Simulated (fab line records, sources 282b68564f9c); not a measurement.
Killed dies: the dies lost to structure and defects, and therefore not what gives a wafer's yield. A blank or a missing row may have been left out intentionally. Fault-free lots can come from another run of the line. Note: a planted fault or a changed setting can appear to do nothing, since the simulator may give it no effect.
2 desks looking at one fault || flow ritCmos || each desk holds nothing but its own numbers, with what lay behind them at the end

== FROM THE METROLOGY DESK ==
Lot by lot, what the gauges showed, no matter which tool ran the lot: averages of those sampled wafers that carry a number. Any lot whose mean is over 4 standard deviations away from the usual mean is out of limits and marked OUT; that distance is given in the brackets.
Columns: A = CONTACT_TEOS_THK at RIT_CONTACT_THK_MEAS_01, usual 400 nm
{"lot": "L355", "first seen here": "day 3 03:17", "A": 402}
{"lot": "L356", "first seen here": "day 3 08:05", "A": 402}
{"lot": "L357", "first seen here": "day 3 13:10", "A": 396}
{"lot": "L358", "first seen here": "day 3 16:31", "A": 407}
{"lot": "L360", "first seen here": "day 4 03:49", "A": 399}
{"lot": "L361", "first seen here": "day 4 08:37", "A": 406}
{"lot": "L363", "first seen here": "day 4 18:59", "A": 395}
{"lot": "L367", "first seen here": "day 5 16:40", "A": "453 (+9.1) OUT"}
{"lot": "L371", "first seen here": "day 6 10:05", "A": "454 (+9.3) OUT"}
{"lot": "L372", "first seen here": "day 6 17:45", "A": 397}
{"lot": "L373", "first seen here": "day 6 22:03", "A": 402}
{"lot": "L375", "first seen here": "day 7 06:55", "A": 399}
{"lot": "L376", "first seen here": "day 7 10:54", "A": 404}
{"lot": "L378", "first seen here": "day 7 23:11", "A": 399}
This desk's result: L367, L371 out of limits, first on L367 (CONTACT_TEOS_THK at RIT_CONTACT_THK_MEAS_01), day 5 16:40. L355, L356, L357, L358, L360, L361, L363, L372, L373, L375, L376, L378 stayed within limits.

== TOOL OWNER'S DESK, pecvd-03 ==
The tool's own readings at RIT_CONTACT_CVD_00 (deposits SiO2 from TEOS, target thk 400 nm, time 61 s): means of the sampled wafers that have a number, for each lot that ran on this tool. Any lot whose mean is over 4 standard deviations away from the usual mean is out of limits and marked OUT; that distance is given in the brackets.
Columns: A = heaterPowerW at RIT_CONTACT_CVD_00, usual 319 W
{"lot": "L355", "first seen here": "day 3 03:14", "A": 306}
{"lot": "L358", "first seen here": "day 3 16:28", "A": 347}
{"lot": "L361", "first seen here": "day 4 08:32", "A": 301}
{"lot": "L367", "first seen here": "day 5 16:36", "A": 336}
{"lot": "L371", "first seen here": "day 6 10:01", "A": 293}
This desk's verdict: no lot among the 5 shows anything out of limits.

== BROUGHT TOGETHER ==
Metrology desk: alarm possible at day 5 16:40 on L367, L371.
The desk of the tool owner found nothing out of limits.
On record at the tool owner's desk: L367, L371, within its limits.
All the named lots went through RIT_CONTACT_CVD_00 on pecvd-03.

== WHAT WAS PUT IN BY THE SIMULATOR ==
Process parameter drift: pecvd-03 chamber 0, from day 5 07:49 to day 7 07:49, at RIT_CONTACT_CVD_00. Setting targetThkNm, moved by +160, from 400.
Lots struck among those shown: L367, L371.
Time in hours between the start of the fault and the first out-of-limits reading at each desk: metrology desk, 9.
